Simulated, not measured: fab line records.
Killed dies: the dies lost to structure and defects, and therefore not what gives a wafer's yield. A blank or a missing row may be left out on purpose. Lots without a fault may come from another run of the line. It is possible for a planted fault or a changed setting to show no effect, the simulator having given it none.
Matching of chambers -- flow berkeleyCmos170 -- UCB170_V1_CVD_00 on pecvd-02: 3 sister chambers
The step deposits SiO2 from TEOS/O2, target thk 2000 nm, time 250 s. 3 wafers are shown with their chamber, then 7 later ones without.

## WAFERS WITH THEIR CHAMBER
wafer,chamber,heaterPowerW (W)
L270.2,0,338
L273.2,2,248
L273.4,1,225

## WAFERS WITH NO CHAMBER GIVEN
wafer,heaterPowerW (W)
L273.5,412
L279.1,237
L279.2,288
L279.3,368
L284.1,304
L284.4,230
L284.5,232

## CHAMBER TAKEN BY EACH
wafer,from the rows above,in truth
L273.5,0,0
L279.1,can't be placed: 2 or 1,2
L279.2,can't be placed: 2 or 0 or 1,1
L279.3,0,0
L284.1,can't be placed: 0 or 2 or 1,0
L284.4,can't be placed: 1 or 2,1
L284.5,can't be placed: 1 or 2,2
2 of 7 placed correctly. From these rows, 5 cannot be placed; in 5 the true chamber is one of the candidates. Number placed wrongly: 0.
How it was worked out, from the rows above alone: a wafer's distance from a chamber is the root of the sum, over the readings, of the square of ((its reading less the chamber's mean) divided by the reading's scatter). The wafer belongs to the nearest chamber; if the next one is less than 2 further off, it can't be placed. The mean given for a chamber averages the wafers shown for that chamber. The scatter: root of mean squared gap, hidden wafer to nearest shown wafer, with one shown wafer a chamber.
